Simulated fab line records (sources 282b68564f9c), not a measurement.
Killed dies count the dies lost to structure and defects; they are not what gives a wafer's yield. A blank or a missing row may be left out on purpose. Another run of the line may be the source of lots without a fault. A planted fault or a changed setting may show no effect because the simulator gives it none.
fab line records / flow rit_cmos
record: lots: 13 wafers: 39 last_day: 7
route steps=202 shown CONTACT@172 M1@202
lots that met no fault: from a run of the same line without faults
start_h: hours from the record's opening day to when the first of the lot's shown wafers began / wait_h: hours since the lot's step before / " repeats the value in the row above / L1.1+2: one row covering several wafers at once / - no value, or no start was given / * or withheld: withheld / < > ~ a bound
route shown NAME@n: a module of which the file shows steps, and the number in the route of the first / usual: mean/standard deviation taken from wafers without a fault / same: alike in all rows / chamber/n: place in a boat / sites: each site's reading / _std_site: the standard deviation of these / _edge_site: mean of outer sites minus mean of inner sites / radius_mm: how far each site lies from the wafer's centre / mask NAME#n: copy n / behind: the most recent tool/chamber to have shaped the wafer / hold: why the lot went on hold/how many hours it stayed there/how the hold came to an end / device: the n, p or np transistor that did not switch / end of line: the tests these same wafers got at the end of their route / for a step that has no rows: nothing shown but its recipe / killed: not the wafer's yield, but the dies lost to structure and defects at the first sort / map: per-die view of a wafer (x killed, . not killed, _ where there is no die)
set.NAME: the setting the step ran with; set.NAME@STEP: the setting that earlier step ran with / model.NAME: the simulator's own value behind a step, which no gauge read
one table for each step of the route and one row for each wafer, over a sample of lots
services: when a tool's chamber went out of use (start_h, in hours from the record's first day, below 0 if earlier), for how many hours, and the reason
== steps ==
step: RIT_CONTACT_SOFTBAKE_04
recipe: resist: NOVOLAK temp_c: 90 time_s: 60
usual: heater_power_total_W: 34.56/0.051 plate_temp_C: 89.99/0.13 resist_line_temp_C: 23.00/0.11
lot.wafer=L121.3 tool=litho_track-04 chamber=0 start_h=50.29 wait_h=0.1 heater_power_total_W=34.57 plate_temp_C=90.00 resist_line_temp_C=23.03
lot.wafer=L121.4 tool=litho_track-04 chamber=0 start_h=50.29 wait_h=0.1 heater_power_total_W=34.45 plate_temp_C=90.00 resist_line_temp_C=22.95
lot.wafer=L121.6 tool=litho_track-04 chamber=0 start_h=50.29 wait_h=0.1 heater_power_total_W=34.58 plate_temp_C=89.94 resist_line_temp_C=22.97
lot.wafer=L122.4 tool=litho_track-04 chamber=0 start_h=56.49 wait_h=0.1 heater_power_total_W=34.58 plate_temp_C=90.13 resist_line_temp_C=22.94
lot.wafer=L122.5 tool=litho_track-04 chamber=0 start_h=56.49 wait_h=0.1 heater_power_total_W=34.59 plate_temp_C=89.83 resist_line_temp_C=23.01
lot.wafer=L122.6 tool=litho_track-04 chamber=0 start_h=56.49 wait_h=0.1 heater_power_total_W=34.57 plate_temp_C=89.82 resist_line_temp_C=22.78
lot.wafer=L123.1 tool=litho_track-02 chamber=0 start_h=61.36 wait_h=0.1 heater_power_total_W=34.52 plate_temp_C=90.04 resist_line_temp_C=22.91
lot.wafer=L123.2 tool=litho_track-02 chamber=0 start_h=61.36 wait_h=0.1 heater_power_total_W=34.51 plate_temp_C=90.04 resist_line_temp_C=23.02
lot.wafer=L123.3 tool=litho_track-02 chamber=0 start_h=61.36 wait_h=0.1 heater_power_total_W=34.59 plate_temp_C=89.95 resist_line_temp_C=22.98
lot.wafer=L130.1 tool=litho_track-04 chamber=0 start_h=95.81 wait_h=0.1 heater_power_total_W=36.37 plate_temp_C=93.19 resist_line_temp_C=23.06
lot.wafer=L130.4 tool=litho_track-04 chamber=0 start_h=95.81 wait_h=0.1 heater_power_total_W=36.36 plate_temp_C=93.19 resist_line_temp_C=22.89
lot.wafer=L130.6 tool=litho_track-04 chamber=0 start_h=95.81 wait_h=0.1 heater_power_total_W=36.40 plate_temp_C=93.21 resist_line_temp_C=22.99
lot.wafer=L131.2 tool=litho_track-04 chamber=0 start_h=100.54 wait_h=0.1 heater_power_total_W=36.30 plate_temp_C=93.38 resist_line_temp_C=23.08
lot.wafer=L131.5 tool=litho_track-04 chamber=0 start_h=100.54 wait_h=0.1 heater_power_total_W=36.34 plate_temp_C=93.31 resist_line_temp_C=23.07
lot.wafer=L131.6 tool=litho_track-04 chamber=0 start_h=100.54 wait_h=0.1 heater_power_total_W=36.48 plate_temp_C=93.21 resist_line_temp_C=23.18
lot.wafer=L134.2 tool=litho_track-02 chamber=0 start_h=115.82 wait_h=0.1 heater_power_total_W=34.56 plate_temp_C=90.03 resist_line_temp_C=23.11
lot.wafer=L134.3 tool=litho_track-02 chamber=0 start_h=115.82 wait_h=0.1 heater_power_total_W=34.51 plate_temp_C=89.94 resist_line_temp_C=22.99
lot.wafer=L134.6 tool=litho_track-02 chamber=0 start_h=115.82 wait_h=0.1 heater_power_total_W=34.49 plate_temp_C=89.95 resist_line_temp_C=22.94
lot.wafer=L135.3 tool=litho_track-02 chamber=0 start_h=121.42 wait_h=0.1 heater_power_total_W=34.64 plate_temp_C=90.16 resist_line_temp_C=23.04
lot.wafer=L135.5 tool=litho_track-02 chamber=0 start_h=121.42 wait_h=0.1 heater_power_total_W=34.57 plate_temp_C=89.94 resist_line_temp_C=23.00
lot.wafer=L135.6 tool=litho_track-02 chamber=0 start_h=121.42 wait_h=0.1 heater_power_total_W=34.59 plate_temp_C=90.00 resist_line_temp_C=23.11
lot.wafer=L137.3 tool=litho_track-02 chamber=0 start_h=131.10 wait_h=0.1 heater_power_total_W=34.58 plate_temp_C=89.81 resist_line_temp_C=22.94
lot.wafer=L137.4 tool=litho_track-02 chamber=0 start_h=131.10 wait_h=0.1 heater_power_total_W=34.62 plate_temp_C=89.98 resist_line_temp_C=22.91
lot.wafer=L137.6 tool=litho_track-02 chamber=0 start_h=131.10 wait_h=0.1 heater_power_total_W=34.53 plate_temp_C=89.78 resist_line_temp_C=22.86
lot.wafer=L138.2 tool=litho_track-03 chamber=0 start_h=135.30 wait_h=0.1 heater_power_total_W=34.60 plate_temp_C=90.04 resist_line_temp_C=23.14
lot.wafer=L138.5 tool=litho_track-03 chamber=0 start_h=135.30 wait_h=0.1 heater_power_total_W=34.57 plate_temp_C=90.11 resist_line_temp_C=23.09
lot.wafer=L138.6 tool=litho_track-03 chamber=0 start_h=135.30 wait_h=0.1 heater_power_total_W=34.55 plate_temp_C=90.05 resist_line_temp_C=23.08
lot.wafer=L139.3 tool=litho_track-03 chamber=0 start_h=140.84 wait_h=0.1 heater_power_total_W=34.63 plate_temp_C=89.82 resist_line_temp_C=22.74
lot.wafer=L139.5 tool=litho_track-03 chamber=0 start_h=140.84 wait_h=0.1 heater_power_total_W=34.48 plate_temp_C=89.95 resist_line_temp_C=22.93
lot.wafer=L139.6 tool=litho_track-03 chamber=0 start_h=140.84 wait_h=0.1 heater_power_total_W=34.50 plate_temp_C=90.09 resist_line_temp_C=22.94
lot.wafer=L141.2 tool=litho_track-03 chamber=0 start_h=151.46 wait_h=0.1 heater_power_total_W=34.61 plate_temp_C=89.82 resist_line_temp_C=22.91
lot.wafer=L141.3 tool=litho_track-03 chamber=0 start_h=151.46 wait_h=0.1 heater_power_total_W=34.54 plate_temp_C=89.99 resist_line_temp_C=23.02
lot.wafer=L141.5 tool=litho_track-03 chamber=0 start_h=151.46 wait_h=0.1 heater_power_total_W=34.65 plate_temp_C=90.01 resist_line_temp_C=22.92
lot.wafer=L142.2 tool=litho_track-03 chamber=0 start_h=155.58 wait_h=0.1 heater_power_total_W=34.52 plate_temp_C=89.94 resist_line_temp_C=22.86
lot.wafer=L142.3 tool=litho_track-03 chamber=0 start_h=155.58 wait_h=0.1 heater_power_total_W=34.48 plate_temp_C=90.10 resist_line_temp_C=23.07
lot.wafer=L142.6 tool=litho_track-03 chamber=0 start_h=155.58 wait_h=0.1 heater_power_total_W=34.54 plate_temp_C=90.11 resist_line_temp_C=23.00
lot.wafer=L143.1 tool=litho_track-02 chamber=0 start_h=160.43 wait_h=0.1 heater_power_total_W=34.56 plate_temp_C=90.03 resist_line_temp_C=23.08
lot.wafer=L143.3 tool=litho_track-02 chamber=0 start_h=160.43 wait_h=0.1 heater_power_total_W=34.57 plate_temp_C=90.34 resist_line_temp_C=22.93
lot.wafer=L143.4 tool=litho_track-02 chamber=0 start_h=160.43 wait_h=0.1 heater_power_total_W=34.54 plate_temp_C=90.13 resist_line_temp_C=22.97
step: RIT_M1_PROBE_99
usual: killed_at_contacts: 0.1/0.36 killed_at_front_end: 7/3.4 killed_dies: 7/3.4 killed_open: 3.3/2 killed_short: 3.8/2.4
same: gross_dies: 264 killed_at_M0_to_M3: 0 killed_at_M4_up: 0 killed_at_back_side: 0 killed_at_other: 0
lot.wafer=L130.1 tool=prober-01 chamber=- start_h=101.94 wait_h=0.1 killed_at_contacts=0 killed_at_front_end=5 killed_dies=5 killed_open=3 killed_short=2
lot.wafer=L130.4 tool=prober-01 chamber=- start_h=102.09 wait_h=0.2 killed_at_contacts=2 killed_at_front_end=6 killed_dies=8 killed_open=6 killed_short=2
lot.wafer=L130.6 tool=prober-01 chamber=- start_h=102.19 wait_h=0.2 killed_at_contacts=0 killed_at_front_end=7 killed_dies=7 killed_open=4 killed_short=3
lot.wafer=L131.2 tool=prober-02 chamber=- start_h=106.70 wait_h=0.1 killed_at_contacts=0 killed_at_front_end=9 killed_dies=9 killed_open=3 killed_short=6
lot.wafer=L131.5 tool=prober-02 chamber=- start_h=106.85 wait_h=0.2 killed_at_contacts=0 killed_at_front_end=10 killed_dies=10 killed_open=3 killed_short=7
lot.wafer=L131.6 tool=prober-02 chamber=- start_h=106.90 wait_h=0.2 killed_at_contacts=0 killed_at_front_end=7 killed_dies=7 killed_open=3 killed_short=4
lot.wafer=L134.2 tool=prober-01 chamber=- start_h=121.91 wait_h=0.1 killed_at_contacts=0 killed_at_front_end=11 killed_dies=11 killed_open=6 killed_short=5
lot.wafer=L134.3 tool=prober-01 chamber=- start_h=121.96 wait_h=0.2 killed_at_contacts=0 killed_at_front_end=4 killed_dies=4 killed_open=1 killed_short=3
lot.wafer=L134.6 tool=prober-01 chamber=- start_h=122.11 wait_h=0.2 killed_at_contacts=0 killed_at_front_end=14 killed_dies=14 killed_open=7 killed_short=7
lot.wafer=L139.3 tool=prober-02 chamber=- start_h=147.17 wait_h=0.2 killed_at_contacts=0 killed_at_front_end=2 killed_dies=2 killed_open=2 killed_short=0
lot.wafer=L139.5 tool=prober-02 chamber=- start_h=147.27 wait_h=0.2 killed_at_contacts=0 killed_at_front_end=12 killed_dies=12 killed_open=7 killed_short=5
lot.wafer=L139.6 tool=prober-02 chamber=- start_h=147.32 wait_h=0.2 killed_at_contacts=0 killed_at_front_end=8 killed_dies=8 killed_open=4 killed_short=3
lot.wafer=L141.2 tool=prober-02 chamber=- start_h=158.49 wait_h=0.1 killed_at_contacts=0 killed_at_front_end=12 killed_dies=12 killed_open=5 killed_short=7
lot.wafer=L141.3 tool=prober-02 chamber=- start_h=158.54 wait_h=0.2 killed_at_contacts=0 killed_at_front_end=6 killed_dies=6 killed_open=1 killed_short=5
lot.wafer=L141.5 tool=prober-02 chamber=- start_h=158.64 wait_h=0.2 killed_at_contacts=0 killed_at_front_end=11 killed_dies=11 killed_open=6 killed_short=5
lot.wafer=L142.2 tool=prober-01 chamber=- start_h=161.61 wait_h=0.1 killed_at_contacts=0 killed_at_front_end=16 killed_dies=16 killed_open=6 killed_short=9
lot.wafer=L142.3 tool=prober-01 chamber=- start_h=161.66 wait_h=0.2 killed_at_contacts=0 killed_at_front_end=2 killed_dies=2 killed_open=1 killed_short=1
lot.wafer=L142.6 tool=prober-01 chamber=- start_h=161.81 wait_h=0.2 killed_at_contacts=0 killed_at_front_end=7 killed_dies=7 killed_open=4 killed_short=3
lot.wafer=L143.1 tool=prober-02 chamber=- start_h=166.51 wait_h=0.1 killed_at_contacts=0 killed_at_front_end=7 killed_dies=7 killed_open=5 killed_short=2
lot.wafer=L143.3 tool=prober-02 chamber=- start_h=166.61 wait_h=0.2 killed_at_contacts=0 killed_at_front_end=8 killed_dies=8 killed_open=2 killed_short=6
lot.wafer=L143.4 tool=prober-02 chamber=- start_h=166.66 wait_h=0.2 killed_at_contacts=0 killed_at_front_end=5 killed_dies=5 killed_open=1 killed_short=4
killed by level:class
L130.1 FOX1:geometric_particle:open=2 GATE:geometric_particle:short=2 FOX2:geometric_particle:open=1
L130.4 GATE:geometric_particle:open=2 GATE:geometric_particle:short=2 CONTACT:geometric_particle:open=2 FOX1:geometric_particle:open=1 SPACER:geometric_particle:open=1
L130.6 GATE:geometric_particle:short=2 ACTIVE:geometric_particle:open=1 FOX1:geometric_particle:short=1 FOX1:geometric_particle:open=1 FOX2:geometric_particle:open=1 REOX:geometric_particle:open=1
L131.2 GATE:geometric_particle:short=3 FOX1:geometric_particle:open=1 GATE:geometric_particle:open=1 REOX:geometric_particle:short=1 SPACER:geometric_particle:short=1 SILICIDE:geometric_particle:short=1 SILICIDE:geometric_particle:open=1
L131.5 GATE:geometric_particle:short=4 GATE:geometric_particle:open=2 SILICIDE:geometric_particle:short=2 FOX1:geometric_particle:short=1 FOX2:geometric_particle:open=1
L131.6 REOX:geometric_particle:short=3 FOX1:geometric_particle:open=1 FOX2:geometric_particle:short=1 GATE:geometric_particle:open=1 REOX:geometric_particle:open=1
L134.2 GATE:geometric_particle:short=3 GATE:geometric_particle:open=3 SPACER:geometric_particle:short=2 FOX1:geometric_particle:open=1 FOX2:geometric_particle:open=1 SPACER:geometric_particle:open=1
L134.3 GATE:geometric_particle:short=2 GATE:geometric_particle:open=1 SILICIDE:geometric_particle:short=1
L134.6 SPACER:geometric_particle:short=4 GATE:geometric_particle:open=3 REOX:geometric_particle:open=2 SPACER:geometric_particle:open=2 GATE:geometric_particle:short=1 REOX:geometric_particle:short=1 SILICIDE:geometric_particle:short=1
L139.3 REOX:geometric_particle:open=1 SILICIDE:geometric_particle:open=1
L139.5 GATE:geometric_particle:short=3 FOX1:geometric_particle:open=2 GATE:geometric_particle:open=2 REOX:geometric_particle:open=2 FOX1:geometric_particle:short=1 SPACER:geometric_particle:short=1 SPACER:geometric_particle:open=1
L139.6 FOX1:geometric_particle:open=2 GATE:geometric_particle:open=2 FOX1:geometric_particle:short=1 GATE:geometric_particle:short=1 REOX:geometric_particle:short=1 NSD:coat_microbubble_printed=1
L141.2 FOX1:geometric_particle:short=4 SILICIDE:geometric_particle:open=2 FOX1:geometric_particle:open=1 FOX2:geometric_particle:open=1 FOX2:geometric_particle:short=1 GATE:geometric_particle:short=1 SPACER:geometric_particle:short=1 SPACER:geometric_particle:open=1
L141.3 FOX1:geometric_particle:short=2 GATE:geometric_particle:short=2 FOX1:geometric_particle:open=1 SPACER:geometric_particle:short=1
L141.5 GATE:geometric_particle:short=3 GATE:geometric_particle:open=2 SPACER:geometric_particle:open=2 FOX1:geometric_particle:short=1 FOX1:geometric_particle:open=1 SPACER:geometric_particle:short=1 SILICIDE:geometric_particle:open=1
L142.2 GATE:geometric_particle:short=5 SPACER:geometric_particle:short=3 GATE:geometric_particle:open=2 SILICIDE:geometric_particle:open=2 ACTIVE:geometric_particle:open=1 FOX2:geometric_particle:open=1 FOX2:geometric_particle:short=1 GATE:coat_microbubble_printed=1
L142.3 FOX1:geometric_particle:short=1 SILICIDE:geometric_particle:open=1
L142.6 GATE:geometric_particle:short=2 FOX1:geometric_particle:short=1 FOX2:geometric_particle:open=1 GATE:geometric_particle:open=1 REOX:geometric_particle:open=1 SPACER:geometric_particle:open=1
L143.1 GATE:geometric_particle:open=2 SILICIDE:geometric_particle:open=2 FOX1:geometric_particle:open=1 GATE:geometric_particle:short=1 REOX:geometric_particle:short=1
L143.3 SILICIDE:geometric_particle:short=4 GATE:geometric_particle:open=2 GATE:geometric_particle:short=1 REOX:geometric_particle:short=1
L143.4 SILICIDE:geometric_particle:short=2 FOX2:geometric_particle:short=1 GATE:geometric_particle:short=1 SILICIDE:geometric_particle:open=1
== services ==
tool=litho_track-04 chamber=- start_h=121.97 hours=- kind=consumable_replace:filter
== key ==
first_sign: step: RIT_CONTACT_SOFTBAKE_04 reading: heater_power_total_W direction: up sigmas: 36 usual: 34.56 struck: 36.38
effect: step: RIT_CONTACT_SOFTBAKE_04 reading: plate_temp_C direction: up sigmas: 25 usual: * struck: *
met_at RIT_CONTACT_SOFTBAKE_04
struck_lots L130,L131
tester_left_out L130,L131
onset_between 56.49 95.81
fault: kind: process_parameter_drift tool: litho_track-04 chamber: - onset_h: 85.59 steps: RIT_CONTACT_SOFTBAKE_04 channel: temp_c offset: * shape: step end_h: 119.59 acts_in: * stated: *
tester_left_out: of these lots the tester's yield and bins aren't shown, on N5 and GAA mostly nor the transistor test; their killed dies are dies lost to structure and defects alone, not to doping, threshold or leakage, so they don't give the yield
